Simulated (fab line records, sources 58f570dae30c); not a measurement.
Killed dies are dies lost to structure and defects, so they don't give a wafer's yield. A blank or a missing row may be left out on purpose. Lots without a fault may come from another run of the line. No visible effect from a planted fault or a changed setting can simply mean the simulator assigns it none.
Lot-split experiment    flow berkeley_cmos170    route with 331 steps; 5 lots, 23 wafers read

ABOUT THE SPLIT
At UCB170_GATE_ETCH_15 (etches poly-Si in HBr/Cl2, stops on SiO2, time 56.3 s, target depth 278.2 nm), the setting time_s was moved away from the recipe's 56.3 s on 7 of the 23 wafers read, by +6.9% to +11.6%. For the rest of the wafers, this setting stayed at what the recipe calls for.

The split's own step is where the reading is taken.

THE READING
KrF_of_GATE_COAT_07.thk_nm (the simulator's own value, which no gauge read), in nm, at UCB170_GATE_ETCH_15 (etches poly-Si in HBr/Cl2, stops on SiO2, time 56.3 s, target depth 278.2 nm). No usual value for it is given in the file. Here, 16 wafers ran the recipe; their average is 777.6 nm with a standard deviation of 2.5 nm.

wafer   tool, chamber at the split  time_s as run, s  against the recipe  KrF_of_GATE_COAT_07.thk_nm, nm  against lot-mates on the recipe
L074.1  rie_si-01, 0                60.21             +6.9%               767.5                           -7.0
L074.2  rie_si-01, 2                56.3              recipe              772.7                           -
L074.3  rie_si-01, 3                60.21             +6.9%               767.5                           -7.0
L074.4  rie_si-01, 1                56.3              recipe              776.3                           -
L074.6  rie_si-01, 0                60.21             +6.9%               765.4                           -9.1
L077.1  rie_si-02, 1                56.3              recipe              776.4                           -
L077.2  rie_si-02, 2                56.3              recipe              779.4                           -
L077.3  rie_si-02, 3                56.3              recipe              776.2                           -
L077.4  rie_si-02, 0                56.3              recipe              774.9                           -
L077.6  rie_si-02, 3                56.3              recipe              776.5                           -
L080.2  rie_si-02, 1                56.3              recipe              782                             -
L080.3  rie_si-02, 3                56.3              recipe              780.9                           -
L080.6  rie_si-02, 0                56.3              recipe              779.8                           -
L084.1  rie_si-02, 1                56.3              recipe              780.1                           -
L084.2  rie_si-02, 2                62.82             +11.6%              767.2                           -12.3
L084.3  rie_si-02, 3                56.3              recipe              779.5                           -
L084.4  rie_si-02, 0                56.3              recipe              778.9                           -
L084.6  rie_si-02, 2                62.82             +11.6%              767.7                           -11.8
L085.1  rie_si-02, 0                61.63             +9.5%               759.1                           -17.1
L085.2  rie_si-02, 2                56.3              recipe              778.6                           -
L085.3  rie_si-02, 1                56.3              recipe              775.6                           -
L085.4  rie_si-02, 3                61.63             +9.5%               764.7                           -11.5
L085.5  rie_si-02, 3                56.3              recipe              774.4                           -

FIT RESULTS
A straight line over all 23 wafers: KrF_of_GATE_COAT_07.thk_nm changes by -1.26 nm for each +1% of time_s; r = -0.88; the points scatter about the line by 3.1 nm.
The same after taking each lot's own level away (the mean of its wafers on the recipe; 23 wafers): -1.2 nm for each +1%; r = -0.94; scatter 1.9 nm.
Per that fit: largest time_s move, reading shift of 14 nm.
The span of the lots' own levels, 774.50 to 780.90 nm, comes to 2.5 times the standard deviation stated above.
The two slopes are in agreement: the lot-to-lot level therefore moves the slope only a little.
Check: for one of the wafers moved furthest among these (+11.6%), held out of the fit, the line's prediction against its lot-mates is -14.4 nm. Against them it came out at -12.3 nm.

THESE WAFERS: OTHER SPLITS
Note: prior to the reading, these wafers also went through further splits. Each is held against what the fit with the lots' levels taken away leaves over:
other split on the same wafers          wafers away from the commonest value  r with KrF_of_GATE_COAT_07.thk_nm (lot level and that fit taken away)
UCB170_NWELL_COAT_07 resist_thk_nm      6                                     +0.45
UCB170_NWELL_IMPLANT_14 energy_kev      5                                     +0.01
UCB170_PWELL_IMPLANT_15 dose_cm2        8                                     -0.32
UCB170_ACTIVE_CVD_05 sih2cl2_flow_sccm  18                                    +0.08
UCB170_ACTIVE_COAT_08 spin_rpm          8                                     +0.00
UCB170_SCREENOX_OXIDATION_01 ox_time_s  15                                    -0.29
UCB170_PVT_COAT_01 spin_rpm             8                                     +0.10
UCB170_PVT_IMPLANT_07 energy_kev        3                                     +0.47
UCB170_GATE_CVD_04 sih4_flow_sccm       10                                    +0.04

FILE'S OWN FIT
KrF_of_GATE_COAT_07.thk_nm changes by -1.21 nm for each +1% of time_s, r = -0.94.
